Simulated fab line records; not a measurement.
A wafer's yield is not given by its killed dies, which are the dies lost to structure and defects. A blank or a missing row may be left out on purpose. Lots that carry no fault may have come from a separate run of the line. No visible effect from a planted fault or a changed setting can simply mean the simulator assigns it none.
Lot-split experiment :: flow berkeley-cmos170 :: route with 331 steps; 5 lots, 23 wafers read

## ON THE SPLIT
At UCB170_NLDD_COAT_01 (resist thk 900 nm), the setting resist-thk-nm was moved away from the recipe's 900 nm on 9 of the 23 wafers read, by -4.2% to +5.5%. This setting was run at the recipe's value on the other wafers.

The reading is taken at the split's own step.

## THE READING
KrF_of_NLDD_COAT_01.thk-nm (the simulator's own value, which no gauge read), in nm, at UCB170_NLDD_COAT_01 (resist thk 900 nm). No usual value for it is given in the file. The 14 wafers here that ran the recipe average 901.4 nm, standard deviation 1.8 nm.

wafer: L076.1
tool, chamber at the split: litho-track-01, 0
resist-thk-nm as run, nm: 885.7
against the recipe: -1.6%
KrF_of_NLDD_COAT_01.thk-nm, nm: 889.5
against lot-mates on the recipe: -8.9

wafer: L076.2
tool, chamber at the split: litho-track-01, 0
resist-thk-nm as run, nm: 900
against the recipe: recipe
KrF_of_NLDD_COAT_01.thk-nm, nm: 898.2
against lot-mates on the recipe: -

wafer: L076.3
tool, chamber at the split: litho-track-01, 0
resist-thk-nm as run, nm: 900
against the recipe: recipe
KrF_of_NLDD_COAT_01.thk-nm, nm: 897.6
against lot-mates on the recipe: -

wafer: L076.5
tool, chamber at the split: litho-track-01, 0
resist-thk-nm as run, nm: 900
against the recipe: recipe
KrF_of_NLDD_COAT_01.thk-nm, nm: 899.4
against lot-mates on the recipe: -

wafer: L076.6
tool, chamber at the split: litho-track-01, 0
resist-thk-nm as run, nm: 885.7
against the recipe: -1.6%
KrF_of_NLDD_COAT_01.thk-nm, nm: 884.4
against lot-mates on the recipe: -14.0

wafer: L078.1
tool, chamber at the split: litho-track-04, 0
resist-thk-nm as run, nm: 949.9
against the recipe: +5.5%
KrF_of_NLDD_COAT_01.thk-nm, nm: 950.1
against lot-mates on the recipe: +48.2

wafer: L078.3
tool, chamber at the split: litho-track-04, 0
resist-thk-nm as run, nm: 900
against the recipe: recipe
KrF_of_NLDD_COAT_01.thk-nm, nm: 901.9
against lot-mates on the recipe: -

wafer: L078.4
tool, chamber at the split: litho-track-04, 0
resist-thk-nm as run, nm: 900
against the recipe: recipe
KrF_of_NLDD_COAT_01.thk-nm, nm: 901.7
against lot-mates on the recipe: -

wafer: L078.5
tool, chamber at the split: litho-track-04, 0
resist-thk-nm as run, nm: 900
against the recipe: recipe
KrF_of_NLDD_COAT_01.thk-nm, nm: 902
against lot-mates on the recipe: -

wafer: L078.6
tool, chamber at the split: litho-track-04, 0
resist-thk-nm as run, nm: 949.9
against the recipe: +5.5%
KrF_of_NLDD_COAT_01.thk-nm, nm: 950.8
against lot-mates on the recipe: +48.9

wafer: L080.2
tool, chamber at the split: litho-track-01, 0
resist-thk-nm as run, nm: 862.3
against the recipe: -4.2%
KrF_of_NLDD_COAT_01.thk-nm, nm: 864.9
against lot-mates on the recipe: -37.9

wafer: L080.4
tool, chamber at the split: litho-track-01, 0
resist-thk-nm as run, nm: 862.3
against the recipe: -4.2%
KrF_of_NLDD_COAT_01.thk-nm, nm: 864.9
against lot-mates on the recipe: -37.9

wafer: L080.3
tool, chamber at the split: litho-track-01, 0
resist-thk-nm as run, nm: 900
against the recipe: recipe
KrF_of_NLDD_COAT_01.thk-nm, nm: 903.5
against lot-mates on the recipe: -

wafer: L080.5
tool, chamber at the split: litho-track-01, 0
resist-thk-nm as run, nm: 900
against the recipe: recipe
KrF_of_NLDD_COAT_01.thk-nm, nm: 903.4
against lot-mates on the recipe: -

wafer: L080.6
tool, chamber at the split: litho-track-01, 0
resist-thk-nm as run, nm: 900
against the recipe: recipe
KrF_of_NLDD_COAT_01.thk-nm, nm: 901.5
against lot-mates on the recipe: -

wafer: L081.4
tool, chamber at the split: litho-track-03, 0
resist-thk-nm as run, nm: 900
against the recipe: recipe
KrF_of_NLDD_COAT_01.thk-nm, nm: 900.6
against lot-mates on the recipe: -

wafer: L081.5
tool, chamber at the split: litho-track-03, 0
resist-thk-nm as run, nm: 900
against the recipe: recipe
KrF_of_NLDD_COAT_01.thk-nm, nm: 901.9
against lot-mates on the recipe: -

wafer: L081.6
tool, chamber at the split: litho-track-03, 0
resist-thk-nm as run, nm: 900
against the recipe: recipe
KrF_of_NLDD_COAT_01.thk-nm, nm: 901.1
against lot-mates on the recipe: -

wafer: L085.2
tool, chamber at the split: litho-track-04, 0
resist-thk-nm as run, nm: 879.4
against the recipe: -2.3%
KrF_of_NLDD_COAT_01.thk-nm, nm: 882.3
against lot-mates on the recipe: -20.9

wafer: L085.3
tool, chamber at the split: litho-track-04, 0
resist-thk-nm as run, nm: 900
against the recipe: recipe
KrF_of_NLDD_COAT_01.thk-nm, nm: 902.8
against lot-mates on the recipe: -

wafer: L085.4
tool, chamber at the split: litho-track-04, 0
resist-thk-nm as run, nm: 900
against the recipe: recipe
KrF_of_NLDD_COAT_01.thk-nm, nm: 903.5
against lot-mates on the recipe: -

wafer: L085.5
tool, chamber at the split: litho-track-04, 0
resist-thk-nm as run, nm: 879.4
against the recipe: -2.3%
KrF_of_NLDD_COAT_01.thk-nm, nm: 878.7
against lot-mates on the recipe: -24.4

wafer: L085.6
tool, chamber at the split: litho-track-04, 0
resist-thk-nm as run, nm: 879.4
against the recipe: -2.3%
KrF_of_NLDD_COAT_01.thk-nm, nm: 880.2
against lot-mates on the recipe: -22.9

FIT RESULTS
A straight line over all 23 wafers: KrF_of_NLDD_COAT_01.thk-nm changes by +8.86 nm for each +1% of resist-thk-nm; r = +1.00; the points scatter about the line by 1.8 nm.
The same after taking each lot's own level away (the mean of its wafers on the recipe; 23 wafers): +8.93 nm for each +1%; r = +1.00; scatter 1.7 nm.
According to that fit, moving resist-thk-nm by its largest amount changes the reading by 49 nm.
Measured against the standard deviation above, the lots' own levels, which go from 898.40 to 903.15 nm, span 2.6 times it.
Consequently the slope shifts little with the lot-to-lot level, the two slopes agreeing.
Check: for one of the wafers moved furthest among these (+5.5%), held out of the fit, the line's prediction against its lot-mates is +49.9 nm. Against them it came out at +48.2 nm.

## ADDITIONAL SPLITS CARRIED BY THESE WAFERS
Before the reading, these wafers also passed through other splits. Each is held against what the fit with the lots' levels taken away leaves over:
other split on the same wafers: UCB170_NWELL_CVD_04 temp-c
wafers away from the commonest value: 10
r with KrF_of_NLDD_COAT_01.thk-nm (lot level and that fit taken away): +0.28

other split on the same wafers: UCB170_NWELL_EXPOSE_09 dose-mj
wafers away from the commonest value: 8
r with KrF_of_NLDD_COAT_01.thk-nm (lot level and that fit taken away): -0.04

other split on the same wafers: UCB170_PWELL_CVD_05 time-s
wafers away from the commonest value: 18
r with KrF_of_NLDD_COAT_01.thk-nm (lot level and that fit taken away): +0.02

other split on the same wafers: UCB170_PWELL_DEVELOP_12 dev-temp-c
wafers away from the commonest value: 7
r with KrF_of_NLDD_COAT_01.thk-nm (lot level and that fit taken away): +0.27

other split on the same wafers: UCB170_ACTIVE_COAT_08 resist-thk-nm
wafers away from the commonest value: 7
r with KrF_of_NLDD_COAT_01.thk-nm (lot level and that fit taken away): +0.44

other split on the same wafers: UCB170_PFIELD_IMPLANT_07 energy-kev
wafers away from the commonest value: 7
r with KrF_of_NLDD_COAT_01.thk-nm (lot level and that fit taken away): +0.00

other split on the same wafers: UCB170_SCREENOX_OXIDATION_01 temp-c
wafers away from the commonest value: 10
r with KrF_of_NLDD_COAT_01.thk-nm (lot level and that fit taken away): -0.51

other split on the same wafers: UCB170_PLDD_PEB_04 peb-temp-c
wafers away from the commonest value: 9
r with KrF_of_NLDD_COAT_01.thk-nm (lot level and that fit taken away): +0.26

## THE WHOLE CHAIN: every reading that the file lists as answering this split, in the file's order
step: UCB170_NLDD_COAT_01
what it does: resist thk 900 nm
reading: KrF_of_NLDD_COAT_01.thk-nm (the simulator's own value, which no gauge read)
change (the file's fit): +8.89 nm for each +1% of the setting
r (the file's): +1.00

step: UCB170_NLDD_STRIP_10
what it does: strips in O2
reading: strip-time-to-endpoint-s
change (the file's fit): withheld for each +1% of the setting
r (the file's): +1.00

## THE FILE'S OWN FIT
KrF_of_NLDD_COAT_01.thk-nm changes by +8.89 nm for each +1% of resist-thk-nm, r = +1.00.
